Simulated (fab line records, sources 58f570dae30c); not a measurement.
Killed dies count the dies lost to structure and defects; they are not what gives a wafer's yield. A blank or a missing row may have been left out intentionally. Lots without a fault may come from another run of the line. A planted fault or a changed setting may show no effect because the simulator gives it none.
Tool commonality check ; flow berkeley_cmos170 ; 14 lots, 48 wafers sampled

## REASON FOR OPENING
At UCB170_GATE_THK_MEAS_05 the reading GATE_POLY_THK is flagged on 2 of 14 lots. No-fault wafers: 213.9 nm, standard deviation 2.1.
Rule: a lot is flagged when every wafer of it that has a number lies more than 4 standard deviations from that mean, or none has a number. The other lots count as sound.

lot;measured;on;GATE_POLY_THK (nm), wafer by wafer;flag
L584;day 6 19:38;film_metro-02;213.1 212.7 213.0;
L582;day 6 19:38;film_metro-04;212.1 211.3 212.2;
L583;day 6 19:42;film_metro-04;214.7 214.0 212.2;
L588;day 7 19:32;film_metro-04;213.7 214.7 215.4;
L585;day 7 19:34;film_metro-01;211.4 212.3 210.8;
L587;day 7 19:35;film_metro-04;214.0 214.4 213.3;
L591;day 8 13:45;film_metro-04;214.5 213.5 215.8;
L589;day 8 13:46;film_metro-02;213.9 212.6 212.7;
L590;day 8 13:46;film_metro-01;214.3 215.7 217.3;
L593;day 9 14:27;film_metro-04;216.0 218.0 215.9;
L594;day 9 14:27;film_metro-01;212.0 208.8 210.0;
L595;day 9 14:31;film_metro-01;217.1 214.2 216.2;
L597;day 10 02:58;film_metro-04;232.8 233.1 233.1 232.8 233.0 233.2;FLAGGED
L596;day 10 02:59;film_metro-02;231.6 232.0 232.4 232.0 231.6 232.5;FLAGGED
On average the flagged lots' numbers are 232.5 nm, which is +18.6 nm against the usual, or +9 standard deviations.

## TOOL THAT RAN EACH LOT
The record holds 2 process steps before the reading, out of a route of 331 steps. In each cell: the tool, then ch and the chambers that the sampled wafers went through, then the start.
lot;flag;UCB170_ACTIVE_ETCH_15;UCB170_GATE_CVD_04
L584;;rie_diel-04 ch 0,2,3, day 4 20:21;lpcvd-01 ch 1, day 6 18:13
L582;;rie_diel-04 ch 0,2,3, day 4 12:13;lpcvd-01 ch 0, day 6 18:13
L583;;rie_diel-03 ch 0,1,2, day 4 20:10;lpcvd-01 ch 1, day 6 18:13
L588;;rie_diel-03 ch 1,2, day 5 16:17;lpcvd-02 ch 0, day 7 18:08
L585;;rie_diel-03 ch 0,1,2, day 5 13:07;lpcvd-02 ch 0, day 7 18:08
L587;;rie_diel-03 ch 1,2, day 5 12:43;lpcvd-02 ch 0, day 7 18:08
L591;;rie_diel-02 ch 0,1,2, day 6 01:07;lpcvd-01 ch 0, day 8 12:21
L589;;rie_diel-04 ch 1,2,3, day 6 01:23;lpcvd-01 ch 0, day 8 12:21
L590;;rie_diel-03 ch 1,2, day 6 00:50;lpcvd-01 ch 0, day 8 12:21
L593;;rie_diel-02 ch 0,2, day 7 05:20;lpcvd-01 ch 0, day 9 13:02
L594;;rie_diel-04 ch 0,2, day 7 05:52;lpcvd-01 ch 0, day 9 13:02
L595;;rie_diel-03 ch 2,3, day 7 05:35;lpcvd-01 ch 1, day 9 13:02
L597;FLAGGED;rie_diel-02 ch 0,3, day 7 12:58;lpcvd-01 ch 0, day 10 01:33
L596;FLAGGED;rie_diel-04 ch 2,3, day 7 13:17;lpcvd-01 ch 0, day 10 01:33
What these steps do:
- UCB170_ACTIVE_ETCH_15: etches Si3N4 in CH3F/Ar/O2, stops on SiO2, target depth 242 nm, time 151 s.
- UCB170_GATE_CVD_04: deposits poly-Si from SiH4, time 1440 s, target thk 214 nm.
- UCB170_GATE_THK_MEAS_05

## FLAGGED OVER TOTAL, TOOL BY TOOL (the gauges that took the reading come last)
step;tool;lots run;flagged;share of the flagged lots;sound lots run after its first flagged lot
UCB170_ACTIVE_ETCH_15;rie_diel-02;3;1;some;0
UCB170_ACTIVE_ETCH_15;rie_diel-03;6;0;none;-
UCB170_ACTIVE_ETCH_15;rie_diel-04;5;1;some;0
UCB170_GATE_CVD_04;lpcvd-01;11;2;all;0
UCB170_GATE_CVD_04;lpcvd-02;3;0;none;-
UCB170_GATE_THK_MEAS_05;film_metro-01;4;0;none;-
UCB170_GATE_THK_MEAS_05;film_metro-02;3;1;some;0
UCB170_GATE_THK_MEAS_05;film_metro-04;7;1;some;0

## WHAT THE TABLE ALLOWS
Rows of the table that ran each flagged lot: 1, that is lpcvd-01 at UCB170_GATE_CVD_04.
- lpcvd-01 at UCB170_GATE_CVD_04 ran 11 lots, 2 of them flagged. A fault beginning between L593 (day 9 13:02), its last sound lot, and L596 (day 10 01:33), its first flagged one, fits the data.
One tool is left: lpcvd-01 at UCB170_GATE_CVD_04.

## WHAT THE SIMULATOR HAD PUT IN
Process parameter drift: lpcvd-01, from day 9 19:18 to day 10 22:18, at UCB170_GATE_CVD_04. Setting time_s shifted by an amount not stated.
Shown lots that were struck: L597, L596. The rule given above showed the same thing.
